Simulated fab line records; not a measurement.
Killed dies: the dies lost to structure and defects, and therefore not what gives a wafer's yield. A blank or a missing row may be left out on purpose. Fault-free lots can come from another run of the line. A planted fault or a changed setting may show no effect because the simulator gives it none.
Split-lot experiment    flow ritCmos    27 wafers read from 5 lots, route of 202 steps

THE SPLIT
At RIT_SDANNEAL_RTA_03 (time 5 s), the setting timeS was moved away from the recipe's 5 s on 12 of the 27 wafers read, by -40.0% to +57.4%. All remaining wafers had this setting at the recipe value.

FROM THE SPLIT TO THE READING: what the file shows between them, 2 steps
- RIT_SDANNEAL_RS_MEAS_04: measures by four-point-probe
- RIT_SDANNEAL_RS_MEAS_05: measures by four-point-probe

THE READING
At RIT_SDANNEAL_RS_MEAS_06, a four-point-probe measurement gives PLDD_RS in ohm/sq. Typical for fault-free wafers on this fab line: 178.7 ohm/sq, with standard deviation 0.55 ohm/sq.

wafer   tool, chamber at the split  timeS as run, s  against the recipe  PLDD_RS, ohm/sq  against lot-mates on the recipe
L075.1  rtpAnneal-02, 0             3.001            -40.0%              186.5            +8.5
L075.2  rtpAnneal-02, 0             5                recipe              178.4            -
L075.3  rtpAnneal-02, 0             5                recipe              178.0            -
L075.4  rtpAnneal-02, 0             3.001            -40.0%              186.4            +8.4
L075.5  rtpAnneal-02, 0             3.001            -40.0%              186.2            +8.2
L075.6  rtpAnneal-02, 0             5                recipe              177.7            -
L077.1  rtpAnneal-02, 0             5                recipe              178.5            -
L077.2  rtpAnneal-02, 0             5.976            +19.5%              176.1            -2.5
L077.3  rtpAnneal-02, 0             5                recipe              178.8            -
L077.4  rtpAnneal-02, 0             5.976            +19.5%              175.7            -2.9
L077.5  rtpAnneal-02, 0             5                recipe              178.4            -
L077.6  rtpAnneal-02, 0             5.976            +19.5%              175.9            -2.7
L078.1  rtpAnneal-01, 0             5                recipe              178.9            -
L078.2  rtpAnneal-01, 0             3.545            -29.1%              183.9            +5.1
L078.3  rtpAnneal-01, 0             3.545            -29.1%              183.8            +5.0
L078.4  rtpAnneal-01, 0             3.545            -29.1%              184.0            +5.2
L078.5  rtpAnneal-01, 0             5                recipe              179.0            -
L078.6  rtpAnneal-01, 0             5                recipe              178.5            -
L080.1  rtpAnneal-01, 0             7.871            +57.4%              171.4            -7.1
L080.2  rtpAnneal-01, 0             7.871            +57.4%              171.6            -6.9
L080.3  rtpAnneal-01, 0             5                recipe              178.1            -
L080.4  rtpAnneal-01, 0             7.871            +57.4%              171.7            -6.8
L080.5  rtpAnneal-01, 0             5                recipe              178.6            -
L080.6  rtpAnneal-01, 0             5                recipe              178.7            -
L081.3  rtpAnneal-02, 0             5                recipe              178.5            -
L081.5  rtpAnneal-02, 0             5                recipe              178.2            -
L081.6  rtpAnneal-02, 0             5                recipe              177.9            -

THE FIT
A straight line over all 27 wafers: PLDD_RS changes by -0.151 ohm/sq for each +1% of timeS; r = -0.98; the points scatter about the line by 0.85 ohm/sq.
The same after taking each lot's own level away (the mean of its wafers on the recipe; 27 wafers): -0.153 ohm/sq for each +1%; r = -0.98; scatter 0.88 ohm/sq.
According to that fit, moving timeS by its largest amount changes the reading by 8.8 ohm/sq.
Measured against the standard deviation above, the lots' own levels, which go from 178.03 to 178.80 ohm/sq, span 1.4 times it.
So the lot-to-lot level changes the slope little: the two slopes agree.
Check: -8.5 ohm/sq against its lot-mates is what the line predicts for one of the wafers moved furthest among these (+57.4%) when that wafer is left out of the fit. It came out at -7.07 ohm/sq against them.

THESE WAFERS: OTHER SPLITS
Note: prior to the reading, these wafers also went through further splits. Each is held against what the fit with the lots' levels taken away leaves over:
other split on the same wafers      wafers away from the commonest value  r with PLDD_RS (lot level and that fit taken away)
RIT_ACTIVE_DEVELOP_10 developTimeS  9                                     +0.19
RIT_GATE_CVD_08 timeS               18                                    +0.00
RIT_PLDD_DEVELOP_05 developTimeS    9                                     +0.02

THE WHOLE CHAIN: every reading that the file lists as answering this split, in the file's order
step                     what it does                  reading  change (the file's fit)              r (the file's)
RIT_SDANNEAL_RS_MEAS_04  measures by four-point-probe  PSD_RS   -0.14 for each +1% of the setting    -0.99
RIT_SDANNEAL_RS_MEAS_05  measures by four-point-probe  NSD_RS   -0.0208 for each +1% of the setting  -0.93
RIT_SDANNEAL_RS_MEAS_06  measures by four-point-probe  PLDD_RS  -0.151 for each +1% of the setting   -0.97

FILE'S OWN FIT
PLDD_RS changes by -0.151 ohm/sq for each +1% of timeS, r = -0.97.
